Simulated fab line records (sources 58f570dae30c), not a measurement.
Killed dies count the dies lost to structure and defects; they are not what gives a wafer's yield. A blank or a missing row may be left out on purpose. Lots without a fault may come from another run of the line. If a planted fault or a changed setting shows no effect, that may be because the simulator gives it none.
Which of the tools did it? / flow berkeleyCmos170 / Sampling: 13 lots, 39 wafers, 5 of 331 route steps

== WHAT THE GAUGES READ, wafer by wafer ==
UCB170_CONTACT_OVL_MEAS_16.
lot=L504; measured=day 8 01:56; on=overlay-01; CONTACT_OVL (nm)=-5 4 3
lot=L505; measured=day 8 11:29; on=overlay-02; CONTACT_OVL (nm)=-4 -6 -1
lot=L506; measured=day 8 10:36; on=overlay-01; CONTACT_OVL (nm)=3 5 10
lot=L510; measured=day 9 09:29; on=overlay-02; CONTACT_OVL (nm)=-2 5 5
lot=L512; measured=day 10 02:23; on=overlay-02; CONTACT_OVL (nm)=11 -1 1
lot=L514; measured=day 10 13:49; on=overlay-02; CONTACT_OVL (nm)=-2 5 6
lot=L515; measured=day 10 15:06; on=overlay-02; CONTACT_OVL (nm)=0 4 0
lot=L517; measured=day 11 13:26; on=overlay-01; CONTACT_OVL (nm)=7 -4 3
lot=L519; measured=day 11 15:06; on=overlay-01; CONTACT_OVL (nm)=17 5 11
lot=L523; measured=day 11 21:22; on=overlay-01; CONTACT_OVL (nm)=-3 -1 -5
lot=L524; measured=day 12 08:32; on=overlay-02; CONTACT_OVL (nm)=-2 0 7
lot=L525; measured=day 12 08:38; on=overlay-01; CONTACT_OVL (nm)=-3 6 -5
lot=L527; measured=day 13 04:11; on=overlay-01; CONTACT_OVL (nm)=4 3 7

UCB170_M2_RS_MEAS_02: measurement is done with a four-point probe.
lot=L504; measured=day 8 08:08; on=filmMetro-02; M2_AL_RS (ohm/sq)=0.0324 0.0322 0.0322
lot=L505; measured=day 8 18:49; on=filmMetro-01; M2_AL_RS (ohm/sq)=0.0322 0.0324 0.0325
lot=L506; measured=day 8 17:08; on=filmMetro-01; M2_AL_RS (ohm/sq)=0.0315 0.0322 0.0320
lot=L510; measured=day 9 19:10; on=filmMetro-01; M2_AL_RS (ohm/sq)=0.0419 0.0407 0.0411
lot=L512; measured=day 10 09:17; on=filmMetro-03; M2_AL_RS (ohm/sq)=0.0322 0.0320 0.0323
lot=L514; measured=day 10 19:53; on=filmMetro-03; M2_AL_RS (ohm/sq)=0.0320 0.0318 0.0317
lot=L515; measured=day 10 22:38; on=filmMetro-02; M2_AL_RS (ohm/sq)=0.0425 0.0434 0.0424
lot=L517; measured=day 11 20:26; on=filmMetro-03; M2_AL_RS (ohm/sq)=0.0320 0.0323 0.0320
lot=L519; measured=day 11 21:46; on=filmMetro-01; M2_AL_RS (ohm/sq)=0.0322 0.0321 0.0321
lot=L523; measured=day 12 08:40; on=filmMetro-01; M2_AL_RS (ohm/sq)=0.0321 0.0317 0.0319
lot=L524; measured=day 12 16:28; on=filmMetro-02; M2_AL_RS (ohm/sq)=0.0324 0.0324 0.0325
lot=L525; measured=day 12 19:59; on=filmMetro-02; M2_AL_RS (ohm/sq)=0.0320 0.0321 0.0324
lot=L527; measured=day 13 10:53; on=filmMetro-01; M2_AL_RS (ohm/sq)=0.0323 0.0322 0.0327

UCB170_M2_THK_MEAS_03: measures by xrf.
lot=L504; measured=day 8 08:14; on=filmMetro-02; M2_AL_THK (nm)=863 865 869
lot=L505; measured=day 8 18:55; on=filmMetro-01; M2_AL_THK (nm)=865 861 854
lot=L506; measured=day 8 17:16; on=filmMetro-01; M2_AL_THK (nm)=883 868 867
lot=L510; measured=day 9 19:17; on=filmMetro-01; M2_AL_THK (nm)=666 688 680
lot=L512; measured=day 10 09:23; on=filmMetro-03; M2_AL_THK (nm)=877 878 869
lot=L514; measured=day 10 20:00; on=filmMetro-03; M2_AL_THK (nm)=878 880 886
lot=L515; measured=day 10 22:46; on=filmMetro-02; M2_AL_THK (nm)=667 650 663
lot=L517; measured=day 11 20:33; on=filmMetro-03; M2_AL_THK (nm)=878 874 876
lot=L519; measured=day 11 21:53; on=filmMetro-01; M2_AL_THK (nm)=868 873 871
lot=L523; measured=day 12 08:47; on=filmMetro-01; M2_AL_THK (nm)=869 882 873
lot=L524; measured=day 12 16:35; on=filmMetro-02; M2_AL_THK (nm)=867 869 865
lot=L525; measured=day 12 20:07; on=filmMetro-02; M2_AL_THK (nm)=881 871 866
lot=L527; measured=day 13 11:01; on=filmMetro-01; M2_AL_THK (nm)=875 867 858

== TOOL THAT RAN EACH LOT (tool first, then ch and the chambers of the sampled wafers, then the start) ==
lot=L504; UCB170_ZERO_STRIP_07=plasmaAsher-03 ch 1, day 1 20:04; UCB170_M2_SPUTTER_01=pvdSputter-03, day 8 08:01
lot=L505; UCB170_ZERO_STRIP_07=plasmaAsher-01 ch 0,1, day 2 03:27; UCB170_M2_SPUTTER_01=pvdSputter-04, day 8 18:41
lot=L506; UCB170_ZERO_STRIP_07=plasmaAsher-01 ch 0, day 2 07:39; UCB170_M2_SPUTTER_01=pvdSputter-03, day 8 17:04
lot=L510; UCB170_ZERO_STRIP_07=plasmaAsher-01 ch 0,1, day 3 05:39; UCB170_M2_SPUTTER_01=pvdSputter-03, day 9 19:05
lot=L512; UCB170_ZERO_STRIP_07=plasmaAsher-01 ch 0,1, day 3 12:29; UCB170_M2_SPUTTER_01=pvdSputter-02, day 10 09:11
lot=L514; UCB170_ZERO_STRIP_07=plasmaAsher-03 ch 0,1, day 3 21:05; UCB170_M2_SPUTTER_01=pvdSputter-04, day 10 19:47
lot=L515; UCB170_ZERO_STRIP_07=plasmaAsher-01 ch 0,1, day 4 08:07; UCB170_M2_SPUTTER_01=pvdSputter-03, day 10 22:34
lot=L517; UCB170_ZERO_STRIP_07=plasmaAsher-03 ch 0,1, day 4 18:04; UCB170_M2_SPUTTER_01=pvdSputter-02, day 11 20:20
lot=L519; UCB170_ZERO_STRIP_07=plasmaAsher-02 ch 0,1, day 5 02:34; UCB170_M2_SPUTTER_01=pvdSputter-04, day 11 21:40
lot=L523; UCB170_ZERO_STRIP_07=plasmaAsher-02 ch 0, day 5 18:49; UCB170_M2_SPUTTER_01=pvdSputter-02, day 12 08:34
lot=L524; UCB170_ZERO_STRIP_07=plasmaAsher-01 ch 0,1, day 5 22:53; UCB170_M2_SPUTTER_01=pvdSputter-04, day 12 16:23
lot=L525; UCB170_ZERO_STRIP_07=plasmaAsher-01 ch 0,1, day 6 10:24; UCB170_M2_SPUTTER_01=pvdSputter-02, day 12 19:54
lot=L527; UCB170_ZERO_STRIP_07=plasmaAsher-01 ch 0,1, day 6 20:02; UCB170_M2_SPUTTER_01=pvdSputter-03, day 13 10:48
- UCB170_ZERO_STRIP_07: strips in O2.
- UCB170_M2_SPUTTER_01: material Al, target thk 900 nm, time 120 s.

== AS READ BY THE TOOLS THEMSELVES (means over the sampled wafers that have a number; for cases with no such wafer, the mark the record gives instead) ==
UCB170_ZERO_STRIP_07.
lot=L504; tool=plasmaAsher-03; drypumpMotorCurrentA (A)=5.2; o2FlowSccm (sccm)=400.9; oesProductAu (a.u.)=0.723; stripTimeToEndpointS (s)=21.38
lot=L505; tool=plasmaAsher-01; drypumpMotorCurrentA (A)=6.0; o2FlowSccm (sccm)=400.5; oesProductAu (a.u.)=0.730; stripTimeToEndpointS (s)=21.32
lot=L506; tool=plasmaAsher-01; drypumpMotorCurrentA (A)=5.9; o2FlowSccm (sccm)=400.4; oesProductAu (a.u.)=0.731; stripTimeToEndpointS (s)=21.37
lot=L510; tool=plasmaAsher-01; drypumpMotorCurrentA (A)=5.9; o2FlowSccm (sccm)=400.5; oesProductAu (a.u.)=0.729; stripTimeToEndpointS (s)=21.32
lot=L512; tool=plasmaAsher-01; drypumpMotorCurrentA (A)=6.0; o2FlowSccm (sccm)=399.9; oesProductAu (a.u.)=0.727; stripTimeToEndpointS (s)=21.36
lot=L514; tool=plasmaAsher-03; drypumpMotorCurrentA (A)=5.1; o2FlowSccm (sccm)=399.8; oesProductAu (a.u.)=0.730; stripTimeToEndpointS (s)=21.27
lot=L515; tool=plasmaAsher-01; drypumpMotorCurrentA (A)=5.9; o2FlowSccm (sccm)=400.6; oesProductAu (a.u.)=0.727; stripTimeToEndpointS (s)=21.28
lot=L517; tool=plasmaAsher-03; drypumpMotorCurrentA (A)=5.0; o2FlowSccm (sccm)=399.3; oesProductAu (a.u.)=0.729; stripTimeToEndpointS (s)=21.24
lot=L519; tool=plasmaAsher-02; drypumpMotorCurrentA (A)=5.9; o2FlowSccm (sccm)=399.6; oesProductAu (a.u.)=0.728; stripTimeToEndpointS (s)=21.32
lot=L523; tool=plasmaAsher-02; drypumpMotorCurrentA (A)=5.7; o2FlowSccm (sccm)=401.8; oesProductAu (a.u.)=0.725; stripTimeToEndpointS (s)=21.28
lot=L524; tool=plasmaAsher-01; drypumpMotorCurrentA (A)=5.9; o2FlowSccm (sccm)=399.8; oesProductAu (a.u.)=0.725; stripTimeToEndpointS (s)=21.32
lot=L525; tool=plasmaAsher-01; drypumpMotorCurrentA (A)=5.9; o2FlowSccm (sccm)=399.4; oesProductAu (a.u.)=0.733; stripTimeToEndpointS (s)=21.25
lot=L527; tool=plasmaAsher-01; drypumpMotorCurrentA (A)=6.0; o2FlowSccm (sccm)=399.0; oesProductAu (a.u.)=0.725; stripTimeToEndpointS (s)=21.39

UCB170_M2_SPUTTER_01.
lot=L504; tool=pvdSputter-03; throttleValvePct (%)=30.4
lot=L505; tool=pvdSputter-04; throttleValvePct (%)=29.9
lot=L506; tool=pvdSputter-03; throttleValvePct (%)=29.5
lot=L510; tool=pvdSputter-03; throttleValvePct (%)=29.5
lot=L512; tool=pvdSputter-02; throttleValvePct (%)=30.3
lot=L514; tool=pvdSputter-04; throttleValvePct (%)=30.0
lot=L515; tool=pvdSputter-03; throttleValvePct (%)=30.5
lot=L517; tool=pvdSputter-02; throttleValvePct (%)=31.7
lot=L519; tool=pvdSputter-04; throttleValvePct (%)=30.6
lot=L523; tool=pvdSputter-02; throttleValvePct (%)=29.2
lot=L524; tool=pvdSputter-04; throttleValvePct (%)=29.2
lot=L525; tool=pvdSputter-02; throttleValvePct (%)=31.5
lot=L527; tool=pvdSputter-03; throttleValvePct (%)=29.7

== THE ANSWER, worked out from the rows above alone ==
Rule: the usual values come from the lots themselves. The widest of any qualifying gaps counts: lots, ordered by their means at a reading, are off when they make up no more than a third of the lots, leave a main group of 4 or more, and stand apart from it by 3 or more times the standard deviation of that group's means. If all means in a main group match to the digits the tables above print for the reading, that group is not used. Also off: a lot with no number at a reading for which 4 or more lots have one. The other lots that the step has rows for count as sound. First the gauges in route order, then the tools' own readings, where a lot's mean is used as printed above. The first step at which some lot is off is used, and at that step the reading that is off furthest; a lot without a number counts as furthest.
Off: L510, L515, seen at UCB170_M2_RS_MEAS_02 (M2_AL_RS). Mean 0.0322 ohm/sq and standard deviation 0.0002 in the main group.
A tool fits if, at a process step before that reading, it ran every lot that is off, and no sound lot after the first of them. Those tools and the gauges at UCB170_M2_RS_MEAS_02 are tried in the same way. No candidate that was tried fits.

== WHAT WAS PUT IN BY THE SIMULATOR ==
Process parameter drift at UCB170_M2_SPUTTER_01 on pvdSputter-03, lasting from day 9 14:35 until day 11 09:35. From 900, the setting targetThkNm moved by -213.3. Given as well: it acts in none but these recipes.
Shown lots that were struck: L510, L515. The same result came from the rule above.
